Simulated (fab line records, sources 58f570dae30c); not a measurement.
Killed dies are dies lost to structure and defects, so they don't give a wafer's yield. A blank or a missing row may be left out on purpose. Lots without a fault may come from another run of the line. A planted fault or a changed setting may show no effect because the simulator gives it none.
Which tool did it? | flow berkeley_cmos170 | 14 lots, 42 wafers sampled, at 3 steps of a route of 331

WHAT THE GAUGES READ, wafer by wafer
UCB170_ACTIVE_CD_MEAS_90: target cd 1200 nm.
lot  | measured    | on        | cd_nm (nm)
L163 | day 4 12:35 | cd_sem-02 | 1198.1 1197.8 1196.1
L164 | day 4 12:41 | cd_sem-02 | 1198.1 1197.0 1198.6
L165 | day 5 01:31 | cd_sem-02 | 1199.2 1198.9 1198.9
L167 | day 5 14:35 | cd_sem-01 | 1200.5 1199.8 1201.5
L168 | day 5 13:44 | cd_sem-02 | 1199.2 1199.4 1199.0
L169 | day 5 14:18 | cd_sem-02 | 1197.1 1197.5 1197.4
L171 | day 5 21:22 | cd_sem-02 | 1198.0 1198.8 1200.2
L172 | day 5 21:07 | cd_sem-01 | 1203.1 1203.6 1202.7
L174 | day 6 11:57 | cd_sem-02 | 1201.0 1199.5 1199.6
L177 | day 7 03:05 | cd_sem-01 | 1198.3 1199.7 1197.7
L176 | day 7 02:50 | cd_sem-02 | 1201.1 1201.8 1201.6
L178 | day 7 14:22 | cd_sem-01 | 1203.4 1202.8 1201.8
L184 | day 8 10:23 | cd_sem-01 | 1199.1 1198.4 1198.1
L185 | day 8 10:49 | cd_sem-01 | 1201.0 1200.9 1199.9

UCB170_NVT_TW_MEAS_09.
lot  | measured    | on            | NVT_TW
L163 | day 6 00:12 | film_metro-03 | 525 525 523
L164 | day 5 23:51 | film_metro-01 | 522 523 520
L165 | day 6 09:44 | film_metro-02 | 529 528 527
L167 | day 6 20:35 | film_metro-02 | 529 531 527
L168 | day 6 20:28 | film_metro-01 | 523 525 524
L169 | day 6 21:06 | film_metro-01 | 521 522 525
L171 | day 7 02:11 | film_metro-01 | 520 523 521
L172 | day 7 02:23 | film_metro-02 | 534 535 533
L174 | day 7 14:31 | film_metro-03 | 523 521 522
L177 | day 8 07:25 | film_metro-01 | 524 522 520
L176 | day 8 07:50 | film_metro-03 | 516 519 519
L178 | day 8 16:26 | film_metro-01 | 526 525 524
L184 | day 9 17:25 | film_metro-02 | 535 535 535
L185 | day 9 17:42 | film_metro-02 | 532 533 531

WHICH TOOL RAN EACH LOT (tool, then ch and the chambers of the sampled wafers, then the start)
lot  | UCB170_ZERO_STRIP_07
L163 | plasma_asher-04 ch 0,1, day 2 00:42
L164 | plasma_asher-01 ch 0, day 2 00:49
L165 | plasma_asher-02 ch 0,1, day 2 09:29
L167 | plasma_asher-02 ch 0,1, day 2 14:12
L168 | plasma_asher-01 ch 0,1, day 2 22:39
L169 | plasma_asher-04 ch 0,1, day 3 01:14
L171 | plasma_asher-02 ch 0,1, day 3 12:39
L172 | plasma_asher-01 ch 0,1, day 3 14:51
L174 | plasma_asher-01 ch 0,1, day 4 02:35
L177 | plasma_asher-04 ch 0,1, day 4 22:02
L176 | plasma_asher-01 ch 0,1, day 4 22:19
L178 | plasma_asher-04 ch 0,1, day 5 04:39
L184 | plasma_asher-02 ch 0, day 6 05:11
L185 | plasma_asher-04 ch 0,1, day 6 10:02
- UCB170_ZERO_STRIP_07: strips in O2.

WHAT THE TOOLS THEMSELVES READ (means of the sampled wafers that have a number; where no wafer has one, the mark that the record gives instead)
UCB170_ZERO_STRIP_07.
lot  | tool            | drypump_motor_current_A (A) | oes_product_au (a.u.) | strip_time_to_endpoint_s (s)
L163 | plasma_asher-04 | 6.4                         | 0.725                 | 21.54
L164 | plasma_asher-01 | 6.2                         | 0.725                 | 21.55
L165 | plasma_asher-02 | 5.8                         | 0.721                 | 21.40
L167 | plasma_asher-02 | 6.1                         | 0.730                 | 21.45
L168 | plasma_asher-01 | 6.0                         | 0.729                 | 21.49
L169 | plasma_asher-04 | 6.4                         | 0.729                 | 21.40
L171 | plasma_asher-02 | 5.8                         | 0.730                 | 21.42
L172 | plasma_asher-01 | 6.1                         | 0.727                 | 21.51
L174 | plasma_asher-01 | 6.1                         | 0.728                 | 21.45
L177 | plasma_asher-04 | 6.3                         | 0.725                 | 21.47
L176 | plasma_asher-01 | 6.0                         | 0.726                 | 21.51
L178 | plasma_asher-04 | 6.3                         | 0.727                 | 21.46
L184 | plasma_asher-02 | 6.4                         | 0.726                 | 21.42
L185 | plasma_asher-04 | 6.3                         | 0.727                 | 21.50

THE ANSWER, worked out from the rows above alone
Rule: what is usual is taken from the lots themselves. Put in order of their means at a reading, lots are off if they are a third of the lots or fewer, leave a main group of 4 or more, and stand apart from it by a gap of 3 or more times the standard deviation of the main group's means; of several such gaps the widest counts. A main group whose means are all the same, to the digits that the tables above print for the reading, isn't used. A lot without any number at a reading at which 4 lots or more have one is off too. The other lots that the step has rows for count as sound. The gauges are gone through in route order, then the tools' own readings, and for those a lot's mean is taken as printed above. The first step at which some lot is off is used, and at that step the reading that is off furthest; a lot without a number counts as furthest.
No lot is off at any reading shown: from this, nothing can be told.

WHAT THE SIMULATOR HAD PUT IN
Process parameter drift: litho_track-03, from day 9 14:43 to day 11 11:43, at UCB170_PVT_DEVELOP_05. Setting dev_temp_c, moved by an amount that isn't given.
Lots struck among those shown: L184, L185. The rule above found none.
